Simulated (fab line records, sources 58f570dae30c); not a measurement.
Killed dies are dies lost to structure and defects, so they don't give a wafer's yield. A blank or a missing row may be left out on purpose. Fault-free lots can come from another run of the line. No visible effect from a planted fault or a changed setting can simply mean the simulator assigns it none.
Comparing a struck lot with a sound one	flow berkeley-cmos170	14 out of 331 route steps
Sound: the wafers L342.1, L342.5, L342.6. Wafers struck: L344.4, L344.5, L344.6. The cause is named last.
Per side, at each step with rows, come the tool, then ch with its chambers, and then its first start. Under that, the readings that differ: sound wafers	struck wafers	difference of the means	sigmas: that difference in standard deviations of wafers without a fault.
alike: readings whose means differ by less than 2 such deviations, and words and numbers that are the same on both sides. not compared: withheld readings, readings that some wafer has no value for, bounds like >300 that may hide the same value, and numbers for which the record gives no deviation and whose values overlap.
The two part at a step that has a row with sigmas, a row that says differs or no value, or rows on one side only. Numbers that don't overlap but have no deviation are shown without sigmas and don't part them. A reading that every wafer of one side lacks parts them only if that side has two wafers or more.

UCB170_ZERO_ETCH_06: etches SiO2 in CHF3/CF4/Ar, time 12 s.
  sound on rie-diel-01 ch 0,1, day 3 05:24; struck on rie-diel-04 ch 2,3, day 3 19:51
reading	sound	struck	difference	sigmas
throttle-valve-pct (%)	9.07 9.07 9.07	9.52 9.34 9.52	+0.39	+2
  alike: drypump-motor-current-A, oes-product-au
  not compared: rf-hours-counter-h
UCB170_ZERO_STRIP_07: strips in O2.
  sound on plasma-asher-01 ch 0,1, day 3 05:25; struck on plasma-asher-04 ch 0,1, day 3 19:54
  alike: drypump-motor-current-A, oes-product-au, strip-time-to-endpoint-s
  not compared: rf-hours-counter-h
then, 2 steps without rows for these wafers: UCB170_NWELL_WET_ETCH_00 (etches SiO2 in dHF, time 200 s); UCB170_NWELL_OXIDATION_01 (target thk 26.4 nm, ox time 1260 s).
UCB170_NWELL_THK_MEAS_02:
  struck on film-metro-04, day 4 02:10; sound on film-metro-02, day 3 13:35
  alike: NWELL_OXIDE_THK
then, 2 steps without rows for these wafers: UCB170_NWELL_ANNEAL_03 (time 900 s); UCB170_NWELL_CVD_04 (deposits Si3N4 from SiH2Cl2/NH3, target thk 224 nm, time 3360 s).
UCB170_NWELL_THK_MEAS_05:
  struck on film-metro-02, day 4 08:20; sound on film-metro-02, day 3 22:25
  alike: NWELL_NITRIDE_THK
then, 4 steps without rows for these wafers: UCB170_NWELL_HMDS_06 (prime time 60 s); UCB170_NWELL_COAT_07 (resist thk 900 nm); UCB170_NWELL_SOFTBAKE_08 (time 60 s); UCB170_NWELL_EXPOSE_09 (exposes mask NWELL, target cd 3000 nm).
UCB170_NWELL_PEB_10:
  struck on litho-track-03, day 4 09:20; sound on litho-track-01 ch 0, day 3 23:11
  no value came back on the struck wafers for chill-plate-temp-C (C), exhaust-pa (Pa); on the sound wafers chill-plate-temp-C (C) reads 23.02 23.17 22.95
then, 1 step without rows for these wafers: UCB170_NWELL_DEVELOP_11 (develop time 45 s).

## WHERE THEY PART
First at UCB170_ZERO_ETCH_06; last, within this record, at UCB170_NWELL_PEB_10.

WHY: what the simulator had put in
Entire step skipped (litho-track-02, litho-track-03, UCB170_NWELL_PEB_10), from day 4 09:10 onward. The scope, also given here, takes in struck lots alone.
